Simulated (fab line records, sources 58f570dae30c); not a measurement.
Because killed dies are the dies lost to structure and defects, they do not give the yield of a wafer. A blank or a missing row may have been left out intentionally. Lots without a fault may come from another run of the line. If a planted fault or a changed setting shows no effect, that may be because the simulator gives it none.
Matching of chambers ; flow berkeley cmos170 ; UCB170_V1_ETCH_14 on rie diel-01: 4 sister chambers
The step etches SiO2 in CHF3/CF4/Ar, stops on Al, target depth 1250 nm, time 291 s. 4 wafers are shown with their chamber, then 7 later ones without.

## WAFERS, EACH WITH ITS CHAMBER
wafer;chamber;drypump motor current A (A)
L406.1;3;5.9
L406.6;0;5.9
L416.2;2;6.4
L416.4;1;5.8

## WAFERS WITHOUT THEIR CHAMBER
wafer;drypump motor current A (A)
L416.6;5.9
L417.1;5.8
L417.2;6.3
L417.6;5.9
L420.1;6.4
L420.3;5.9
L420.4;5.8

## THE CHAMBER EACH PASSED THROUGH
wafer;from the rows above;in truth
L416.6;can't be placed: 0 or 3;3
L417.1;1;1
L417.2;2;2
L417.6;can't be placed: 0 or 3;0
L420.1;2;2
L420.3;can't be placed: 0 or 3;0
L420.4;1;1
Correct placement for 4 of the 7. These rows do not allow placing 3 (true chamber among the candidates in 3). Number placed wrongly: 0.
How it was worked out, from the rows above alone: a wafer's distance from a chamber is the root of the sum, over the readings, of the square of ((its reading less the chamber's mean) divided by the reading's scatter). The wafer belongs to the nearest chamber; if the next one is less than 2 further off, it can't be placed. For every chamber, the mean is computed from those of its wafers that are shown. The scatter (one wafer shown for each chamber): square how far every hidden wafer sits from the nearest shown wafer, average those squares and take the square root.
